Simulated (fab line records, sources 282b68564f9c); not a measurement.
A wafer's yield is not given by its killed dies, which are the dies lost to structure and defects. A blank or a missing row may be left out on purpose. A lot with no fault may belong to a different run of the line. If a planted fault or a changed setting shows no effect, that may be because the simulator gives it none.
A sampling plan put to the test    flow rit cmos    one line in one fab, 37 faults in these records, each fault weighed on the records of the lots it struck
The plan is the line's own looks: the steps of the route at which a gauge or an inspection reads the wafer and doesn't change it. A look is open to judgement when struck wafers have a number at it and the file gives its usual mean and standard deviation on fault-free wafers. Caught: at a look after the fault's first step, the mean of the struck wafers lies 4 or more of those standard deviations (sigma) from the usual mean. On the tool: the test repeated on the tool's own readings taken at the fault's steps. Also counted as caught: the struck wafers showing another recipe, or a record that is empty for them alone.

THE FAULTS, as the simulator had put them in
1. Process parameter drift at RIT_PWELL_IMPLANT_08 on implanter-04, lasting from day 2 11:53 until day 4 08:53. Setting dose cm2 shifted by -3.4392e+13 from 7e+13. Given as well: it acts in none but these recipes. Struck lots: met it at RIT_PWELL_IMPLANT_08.
2. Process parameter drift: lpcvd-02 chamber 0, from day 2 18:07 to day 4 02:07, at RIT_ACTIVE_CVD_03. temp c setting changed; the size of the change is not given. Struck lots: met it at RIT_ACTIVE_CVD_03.
3. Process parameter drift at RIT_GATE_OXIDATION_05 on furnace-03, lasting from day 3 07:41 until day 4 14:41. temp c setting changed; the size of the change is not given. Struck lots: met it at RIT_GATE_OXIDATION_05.
4. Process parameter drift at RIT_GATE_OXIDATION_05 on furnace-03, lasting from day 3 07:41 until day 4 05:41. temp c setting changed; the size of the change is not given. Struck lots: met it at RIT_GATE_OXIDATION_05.
5. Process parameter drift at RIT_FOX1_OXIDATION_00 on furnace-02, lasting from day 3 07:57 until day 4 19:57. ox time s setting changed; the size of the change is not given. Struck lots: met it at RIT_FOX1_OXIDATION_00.
6. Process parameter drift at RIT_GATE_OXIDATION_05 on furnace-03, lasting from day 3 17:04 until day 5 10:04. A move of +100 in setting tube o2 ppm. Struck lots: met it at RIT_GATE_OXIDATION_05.
7. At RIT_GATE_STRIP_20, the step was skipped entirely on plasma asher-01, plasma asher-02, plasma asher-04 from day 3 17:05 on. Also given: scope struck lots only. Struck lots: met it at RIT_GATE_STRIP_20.
8. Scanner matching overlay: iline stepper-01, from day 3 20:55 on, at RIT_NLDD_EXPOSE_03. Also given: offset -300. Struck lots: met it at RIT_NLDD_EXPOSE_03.
9. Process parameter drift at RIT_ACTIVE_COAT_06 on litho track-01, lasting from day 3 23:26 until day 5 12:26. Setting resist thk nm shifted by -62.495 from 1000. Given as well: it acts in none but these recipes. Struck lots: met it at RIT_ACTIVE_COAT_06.
10. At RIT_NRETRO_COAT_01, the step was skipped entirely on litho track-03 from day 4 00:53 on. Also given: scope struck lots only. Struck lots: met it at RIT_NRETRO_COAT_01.
11. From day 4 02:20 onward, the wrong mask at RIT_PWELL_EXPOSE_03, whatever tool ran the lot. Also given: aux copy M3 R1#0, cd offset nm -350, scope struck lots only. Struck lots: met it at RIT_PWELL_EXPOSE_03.
12. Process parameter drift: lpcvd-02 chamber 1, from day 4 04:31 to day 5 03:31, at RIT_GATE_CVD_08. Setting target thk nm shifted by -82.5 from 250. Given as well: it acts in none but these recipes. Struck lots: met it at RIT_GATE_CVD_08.
13. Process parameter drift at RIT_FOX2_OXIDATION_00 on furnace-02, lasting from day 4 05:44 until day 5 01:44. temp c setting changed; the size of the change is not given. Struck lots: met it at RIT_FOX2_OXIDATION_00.
14. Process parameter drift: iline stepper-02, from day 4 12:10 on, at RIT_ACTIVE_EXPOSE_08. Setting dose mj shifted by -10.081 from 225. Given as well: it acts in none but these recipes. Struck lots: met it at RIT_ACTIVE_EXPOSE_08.
15. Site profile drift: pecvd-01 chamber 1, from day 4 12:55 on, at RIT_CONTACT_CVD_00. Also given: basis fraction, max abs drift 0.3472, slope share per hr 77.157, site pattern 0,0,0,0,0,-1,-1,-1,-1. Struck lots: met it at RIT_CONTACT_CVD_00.
16. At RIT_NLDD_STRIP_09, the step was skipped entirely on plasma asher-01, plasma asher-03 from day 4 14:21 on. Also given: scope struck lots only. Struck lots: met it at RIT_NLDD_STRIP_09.
17. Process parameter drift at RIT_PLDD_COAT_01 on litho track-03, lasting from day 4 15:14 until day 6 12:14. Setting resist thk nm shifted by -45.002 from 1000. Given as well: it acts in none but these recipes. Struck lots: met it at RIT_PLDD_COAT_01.
18. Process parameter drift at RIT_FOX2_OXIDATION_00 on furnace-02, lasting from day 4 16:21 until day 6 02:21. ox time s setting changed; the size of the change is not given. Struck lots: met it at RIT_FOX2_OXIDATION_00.
19. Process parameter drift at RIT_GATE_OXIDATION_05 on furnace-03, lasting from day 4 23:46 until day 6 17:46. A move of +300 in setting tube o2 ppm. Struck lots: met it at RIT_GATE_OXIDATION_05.
20. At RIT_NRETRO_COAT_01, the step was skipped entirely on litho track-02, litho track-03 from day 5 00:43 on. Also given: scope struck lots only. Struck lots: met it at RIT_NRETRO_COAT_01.
21. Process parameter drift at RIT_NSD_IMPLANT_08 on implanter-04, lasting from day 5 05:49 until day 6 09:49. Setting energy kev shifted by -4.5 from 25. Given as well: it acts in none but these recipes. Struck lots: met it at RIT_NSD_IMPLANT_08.
22. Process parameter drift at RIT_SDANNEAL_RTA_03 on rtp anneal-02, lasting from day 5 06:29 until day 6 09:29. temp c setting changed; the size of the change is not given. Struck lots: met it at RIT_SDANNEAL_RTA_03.
23. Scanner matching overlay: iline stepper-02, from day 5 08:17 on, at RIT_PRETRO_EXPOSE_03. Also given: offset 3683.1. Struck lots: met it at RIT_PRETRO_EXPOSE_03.
24. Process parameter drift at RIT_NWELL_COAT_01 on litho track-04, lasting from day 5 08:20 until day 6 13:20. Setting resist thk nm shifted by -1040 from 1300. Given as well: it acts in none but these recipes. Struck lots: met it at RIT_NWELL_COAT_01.
25. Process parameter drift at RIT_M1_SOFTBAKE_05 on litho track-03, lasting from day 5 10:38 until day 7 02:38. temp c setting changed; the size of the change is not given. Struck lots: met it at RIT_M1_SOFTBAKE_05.
26. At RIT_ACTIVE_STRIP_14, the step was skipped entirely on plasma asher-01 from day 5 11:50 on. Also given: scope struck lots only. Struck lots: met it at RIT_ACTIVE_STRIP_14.
27. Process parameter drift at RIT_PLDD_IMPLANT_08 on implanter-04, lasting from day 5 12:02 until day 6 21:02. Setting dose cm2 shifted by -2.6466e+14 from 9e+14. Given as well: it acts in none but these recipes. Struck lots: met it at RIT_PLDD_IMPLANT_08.
28. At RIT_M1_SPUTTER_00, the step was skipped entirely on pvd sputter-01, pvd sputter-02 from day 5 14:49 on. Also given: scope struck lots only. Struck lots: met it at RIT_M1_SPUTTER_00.
29. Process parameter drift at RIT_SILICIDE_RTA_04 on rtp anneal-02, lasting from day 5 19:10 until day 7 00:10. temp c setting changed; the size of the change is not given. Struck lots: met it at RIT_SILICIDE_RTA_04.
30. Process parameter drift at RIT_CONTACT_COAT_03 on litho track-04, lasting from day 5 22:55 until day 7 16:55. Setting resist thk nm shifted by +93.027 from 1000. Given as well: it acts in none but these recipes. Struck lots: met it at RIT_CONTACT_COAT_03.
31. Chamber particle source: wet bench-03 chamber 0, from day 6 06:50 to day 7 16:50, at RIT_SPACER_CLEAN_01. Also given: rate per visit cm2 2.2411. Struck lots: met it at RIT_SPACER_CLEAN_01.
32. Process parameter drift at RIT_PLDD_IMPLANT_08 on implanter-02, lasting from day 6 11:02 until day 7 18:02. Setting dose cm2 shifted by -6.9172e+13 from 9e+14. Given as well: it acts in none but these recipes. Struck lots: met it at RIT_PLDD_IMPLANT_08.
33. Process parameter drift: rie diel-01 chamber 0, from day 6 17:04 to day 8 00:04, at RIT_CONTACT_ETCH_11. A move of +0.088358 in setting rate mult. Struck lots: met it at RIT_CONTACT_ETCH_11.
34. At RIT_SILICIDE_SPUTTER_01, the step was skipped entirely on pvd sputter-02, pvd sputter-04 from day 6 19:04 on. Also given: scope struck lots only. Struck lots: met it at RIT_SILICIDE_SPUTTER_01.
35. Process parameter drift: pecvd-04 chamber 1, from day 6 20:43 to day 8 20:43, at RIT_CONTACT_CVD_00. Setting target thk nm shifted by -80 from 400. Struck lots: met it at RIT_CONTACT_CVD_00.
36. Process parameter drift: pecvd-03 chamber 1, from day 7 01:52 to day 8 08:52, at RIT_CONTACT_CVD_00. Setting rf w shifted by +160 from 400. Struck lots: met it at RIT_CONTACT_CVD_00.
37. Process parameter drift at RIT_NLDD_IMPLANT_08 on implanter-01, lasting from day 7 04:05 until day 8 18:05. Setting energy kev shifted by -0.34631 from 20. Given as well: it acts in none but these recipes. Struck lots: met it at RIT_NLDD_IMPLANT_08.

WHAT THE PLAN SAW
fault  on the tool itself                                first look that catches it                       reading, sigma                                           median hours from its first step to that look  hours from the fault's start to the first struck lot there  judged looks passed uncaught
1      dose ions cm2 -99 or beyond sigma                 RIT_PWELL_TW_MEAS_10                             PWELL_TW -16                                             0.3                                            2                                                           0
2      susceptor temp C +45 sigma                        RIT_ACTIVE_THK_MEAS_04                           ACTIVE_NITRIDE_THK +31                                   1.4                                            16                                                          0
3      tube center temp C -90 sigma                      not the one look that can be judged after it     strongest: GATE_OXIDE_THK at RIT_GATE_THK_MEAS_07, -2.7  -                                              -                                                           1
4      tube center temp C -62 sigma                      no look after it can be judged                   -                                                        -                                              -                                                           0
5      under 2 sigma                                     RIT_FOX1_THK_MEAS_01                             FOX1_OXIDE_THK +10                                       1.3                                            4                                                           0
6      no reading that can be judged                     RIT_GATE_THK_MEAS_07                             GATE_OXIDE_THK +4.0                                      1.3                                            8                                                           0
7      no reading that can be judged                     not the one look that can be judged after it     -                                                        -                                              -                                                           1
8      under 2 sigma                                     RIT_NLDD_OVL_MEAS_06                             NLDD_OVL -99 or beyond                                   0.4                                            3                                                           0
9      under 2 sigma                                     not the one look that can be judged after it     strongest: cd nm at RIT_ACTIVE_CD_MEAS_11, -2.9          -                                              -                                                           1
10     the tool's record is blank for the struck wafers  RIT_PRETRO_TW_MEAS_10                            PRETRO_TW +95                                            3.0                                            4                                                           0
11     no reading that can be judged                     no look after it can be judged                   -                                                        -                                              -                                                           0
12     no reading that can be judged                     RIT_GATE_THK_MEAS_09                             GATE_POLY_THK -38                                        1.6                                            5                                                           0
13     tube center temp C +93 sigma                      none of the 8 looks that can be judged after it  -                                                        -                                              -                                                           8
14     exposure dose mJ cm2 -34 sigma                    RIT_ACTIVE_CD_MEAS_11                            cd nm +4.9                                               0.4                                            5                                                           0
15     under 2 sigma                                     RIT_CONTACT_THK_MEAS_01                          CONTACT_TEOS_THK -10                                     0.1                                            9                                                           0
16     the tool's record is blank for the struck wafers  RIT_PLDD_TW_MEAS_10                              PLDD_TW -74                                              1.6                                            3                                                           0
17     no reading that can be judged                     not the one look that can be judged after it     -                                                        -                                              -                                                           1
18     under 2 sigma                                     none of the 3 looks that can be judged after it  strongest: FOX2_OXIDE_THK at RIT_FOX2_THK_MEAS_01, -3.8  -                                              -                                                           3
19     no reading that can be judged                     RIT_GATE_THK_MEAS_07                             GATE_OXIDE_THK +5.0                                      1.5                                            5                                                           0
20     the tool's record is blank for the struck wafers  RIT_PRETRO_TW_MEAS_10                            PRETRO_TW +94                                            3.0                                            6                                                           0
21     beam energy keV -99 or beyond sigma               RIT_SDANNEAL_RS_MEAS_05                          NSD_RS +6.2                                              2.5                                            7                                                           1
22     wafer_temp_C_max -54 sigma                        RIT_SDANNEAL_RS_MEAS_04                          PSD_RS +99 or beyond                                     0.1                                            4                                                           0
23     no reading that can be judged                     RIT_PRETRO_OVL_MEAS_06                           PRETRO_OVL +99 or beyond                                 0.5                                            3                                                           0
24     no reading that can be judged                     RIT_PWELL_TW_MEAS_10                             PWELL_TW +96                                             3.1                                            5                                                           0
25     heater power total W +51 sigma                    not the one look that can be judged after it     -                                                        -                                              -                                                           1
26     no reading that can be judged                     not the one look that can be judged after it     -                                                        -                                              -                                                           1
27     dose ions cm2 -99 or beyond sigma                 RIT_PLDD_TW_MEAS_10                              PLDD_TW -6.2                                             0.3                                            6                                                           0
28     the tool's record is blank for the struck wafers  none of the 2 looks that can be judged after it  -                                                        -                                              -                                                           2
29     wafer_temp_C_max +90 sigma                        no look after it can be judged                   -                                                        -                                              -                                                           0
30     no reading that can be judged                     RIT_CONTACT_CD_MEAS_08                           cd nm -4.1                                               0.9                                            3                                                           0
31     no reading that can be judged                     no look after it can be judged                   -                                                        -                                              -                                                           0
32     dose ions cm2 -76 sigma                           RIT_SDANNEAL_RS_MEAS_06                          PLDD_RS +16                                              7.3                                            9                                                           0
33     under 2 sigma                                     no look after it can be judged                   -                                                        -                                              -                                                           0
34     the tool's record is blank for the struck wafers  no look after it can be judged                   -                                                        -                                              -                                                           0
35     under 2 sigma                                     RIT_CONTACT_THK_MEAS_01                          CONTACT_TEOS_THK -14                                     0.1                                            10                                                          0
36     rf fwd power W +89 sigma                          RIT_CONTACT_THK_MEAS_01                          CONTACT_TEOS_THK +7.6                                    0.1                                            7                                                           0
37     beam energy keV -62 sigma                         no look after it can be judged                   -                                                        -                                              -                                                           0
A dash: this means the fault isn't caught or the number doesn't appear in these records.

Caught at a look: 21 of 37. Caught on the tool: 19 of 37. By one or the other: 29 of 37.
Faults 3, 4, 13, 25, 28, 29, 34, 37 were caught on the tool alone.
Caught at a look alone: faults 5, 6, 8, 12, 15, 19, 23, 24, 30, 35.
Caught by neither: faults 7, 9, 11, 17, 18, 26, 31, 33.

THINNER SAMPLING
If the look that catches a fault measured only every second or every third lot, by lot number, the first struck lot would be measured this late in the worst case:
fault  struck lots at that look, in order of time  every lot  every second lot  every third lot
1      L506, L507                                  2 h        8 h               may miss all 2
2      L797, L798                                  16 h       21 h              may miss all 2
5      L107, L112                                  4 h        26 h              may miss all 2
6      L990, L994                                  8 h        may miss all 2    may miss all 2
8      L478, L482, L483, L484                      3 h        29 h              29 h
10     L560, L561                                  4 h        9 h               may miss all 2
12     L575                                        5 h        may miss it       may miss it
14     L557, L558, L559, L561                      5 h        10 h              15 h
15     L279                                        9 h        may miss it       may miss it
16     L635, L636                                  3 h        7 h               may miss all 2
19     L292, L298                                  5 h        may miss all 2    may miss all 2
20     L184, L185, L186                            6 h        12 h              18 h
21     L723, L726                                  7 h        28 h              may miss all 2
22     L734, L736, L738                            4 h        may miss all 3    27 h
23     L295, L303                                  3 h        may miss all 2    may miss all 2
24     L423, L427                                  5 h        may miss all 2    may miss all 2
27     L225, L226                                  6 h        15 h              may miss all 2
30     L776, L779                                  3 h        23 h              may miss all 2
32     L623, L624                                  9 h        19 h              may miss all 2
35     L953                                        10 h       may miss it       may miss it
36     L961, L964                                  7 h        24 h              may miss all 2
Hours are from the fault's start to the first struck lot that is measured. The limit of 4 sigma was tested on all struck wafers together, so one lot alone may lie under it. Other struck lots may not be in these records.

THE LONGEST TIMED WAY FROM STEP TO LOOK
Fault 32: a median of 7.3 hours passes between RIT_PLDD_IMPLANT_08 and RIT_SDANNEAL_RS_MEAS_06. No look between them can be judged.
